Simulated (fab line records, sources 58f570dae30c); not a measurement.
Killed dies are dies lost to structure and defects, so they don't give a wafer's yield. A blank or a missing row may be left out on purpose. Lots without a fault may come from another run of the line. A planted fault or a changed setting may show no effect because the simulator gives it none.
Which tool did it? | flow berkeley_cmos170 | 12 lots, 36 wafers sampled, at 1 step of a route of 331

WHAT THE GAUGES READ, wafer by wafer
UCB170_PVT_OVL_MEAS_06.
lot  | measured     | on         | PVT_OVL (nm)
L703 | day 5 11:35  | overlay-02 | -11 -4 -9
L705 | day 5 15:03  | overlay-01 | 7 5 9
L704 | day 5 15:32  | overlay-01 | 1 7 2
L706 | day 5 22:14  | overlay-02 | -7 2 -4
L707 | day 5 22:23  | overlay-01 | 6 -7 3
L708 | day 5 22:40  | overlay-01 | -4 3 1
L715 | day 7 11:26  | overlay-02 | 11 -1 6
L717 | day 8 08:36  | overlay-02 | -5 -3 2
L720 | day 9 06:47  | overlay-01 | 2 -3 8
L722 | day 9 11:41  | overlay-01 | 4 0 -1
L723 | day 9 12:09  | overlay-02 | 5 4 7
L725 | day 10 16:06 | overlay-02 | 2 4 3

WHICH TOOL RAN EACH LOT (tool, then ch and the chambers of the sampled wafers, then the start)
The record holds no process step before these readings.

WHAT THE TOOLS THEMSELVES READ (means of the sampled wafers that have a number; where no wafer has one, the mark that the record gives instead)
The record holds no such reading with a usual standard deviation.

THE ANSWER, worked out from the rows above alone
Rule: what is usual is taken from the lots themselves. Put in order of their means at a reading, lots are off if they are a third of the lots or fewer, leave a main group of 4 or more, and stand apart from it by a gap of 3 or more times the standard deviation of the main group's means; of several such gaps the widest counts. A main group whose means are all the same, to the digits that the tables above print for the reading, isn't used. A lot without any number at a reading at which 4 lots or more have one is off too. The other lots that the step has rows for count as sound. The gauges are gone through in route order, then the tools' own readings, and for those a lot's mean is taken as printed above. The first step at which some lot is off is used, and at that step the reading that is off furthest; a lot without a number counts as furthest.
No lot is off at any reading shown: from this, nothing can be told.

WHAT THE SIMULATOR HAD PUT IN
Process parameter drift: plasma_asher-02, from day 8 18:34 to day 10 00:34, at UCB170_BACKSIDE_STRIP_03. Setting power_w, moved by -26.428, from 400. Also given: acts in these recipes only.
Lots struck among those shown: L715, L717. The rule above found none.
